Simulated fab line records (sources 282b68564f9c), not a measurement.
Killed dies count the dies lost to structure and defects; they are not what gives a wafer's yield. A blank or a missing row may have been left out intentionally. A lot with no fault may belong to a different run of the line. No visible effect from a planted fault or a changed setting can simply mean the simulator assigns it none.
Comparing a struck lot with a sound one    flow ritCmos    21 steps out of a route of 202
Sound: the wafers L892.2, L892.3, L892.4. Wafers L895.1, L895.5, L895.6 were the ones struck. At the end, the cause is stated.
For every step that has rows: the tool of each side, followed by ch and its chambers, followed by its first start. Under that, the readings that differ: sound wafers    struck wafers    difference of the means    sigmas: that difference in standard deviations of wafers without a fault.
alike: readings with means less than 2 such deviations apart, plus words and numbers identical on both sides. not compared: withheld readings, readings lacking a value on some wafer, bounds such as >300 that could conceal the same value, and numbers that have no deviation in the record and whose values overlap.
Wherever a step has rows on one side only, a row that says differs or no value, or a row with sigmas, the two part there. Non-overlapping numbers with no deviation appear without sigmas and do not part them. A reading that every wafer of one side lacks parts them only if that side has two wafers or more.

first, 6 steps without rows for these wafers: RIT_NWELL_HMDS_00 (prime time 60 s); RIT_NWELL_COAT_01 (resist thk 1300 nm); RIT_NWELL_SOFTBAKE_02 (time 60 s); RIT_NWELL_EXPOSE_03 (exposes mask M2, target cd 43900 nm); RIT_NWELL_PEB_04; RIT_NWELL_DEVELOP_05 (develop time 68 s).
RIT_NWELL_OVL_MEAS_06:
  struck on overlay-01, day 3 10:29; sound on overlay-01, day 2 17:32
  alike: NWELL_OVL
then, 2 steps without rows for these wafers: RIT_NWELL_HARDBAKE_07 (time 120 s); RIT_NWELL_IMPLANT_08.
RIT_NWELL_STRIP_09: strips in O2, time 180 s.
  sound on plasmaAsher-03 ch 0,1, day 2 17:58; struck on plasmaAsher-02 ch 0,1, day 3 10:56
  alike: chamberPressureMTorr, drypumpMotorCurrentA
  not compared: rfHoursCounterH
RIT_NWELL_TW_MEAS_10:
  struck on filmMetro-04, day 3 11:06; sound on filmMetro-04, day 2 18:10
  alike: NWELL_TW
then, 1 step without rows for these wafers: RIT_PWELL_HMDS_00 (prime time 60 s).
RIT_PWELL_COAT_01: resist thk 1300 nm.
  sound on lithoTrack-01 ch 0, day 2 18:23; struck on lithoTrack-01 ch 0, day 3 11:19
reading                                    sound                 struck                difference  sigmas
spinSpeedRpm (rpm)                         1995.8 1998.0 1999.6  2001.1 2002.9 2003.7  +4.8        +3
model.NOVOLAK_of_PWELL_COAT_01.thkNm (nm)  1300 1298 1297        1282 1283 1281        -16         
then, 4 steps without rows for these wafers: RIT_PWELL_SOFTBAKE_02 (time 60 s); RIT_PWELL_EXPOSE_03 (exposes mask M3, target cd 43700 nm); RIT_PWELL_PEB_04; RIT_PWELL_DEVELOP_05 (develop time 68 s).
RIT_PWELL_OVL_MEAS_06:
  struck on overlay-02, day 3 12:10; sound on overlay-02, day 2 19:13
  alike: PWELL_OVL
RIT_PWELL_HARDBAKE_07: time 120 s.
  sound on lithoTrack-02 ch 0, day 2 19:17; struck on lithoTrack-02 ch 0, day 3 12:13
reading                                    sound           struck          difference  sigmas
model.NOVOLAK_of_PWELL_COAT_01.thkNm (nm)  1137 1135 1135  1121 1123 1121  -14         
  alike: heaterPowerTotalW
then, 1 step without rows for these wafers: RIT_PWELL_IMPLANT_08.
RIT_M1_PROBE_99:
  struck on prober-01, day 5 02:12; sound on prober-02, day 4 17:41
  alike: killedAtContacts, killedAtFrontEnd, killedDies, killedOnRim, killedOpen, killedShort

== WHERE THEY PART ==
Only at RIT_PWELL_COAT_01, as far as this record shows. Later steps at which nothing parts them and some readings are alike: RIT_PWELL_OVL_MEAS_06, RIT_PWELL_HARDBAKE_07, RIT_M1_PROBE_99.

WHY: the cause the simulator had injected
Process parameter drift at RIT_PWELL_COAT_01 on lithoTrack-01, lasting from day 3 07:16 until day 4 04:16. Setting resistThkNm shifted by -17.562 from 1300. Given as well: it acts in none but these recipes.
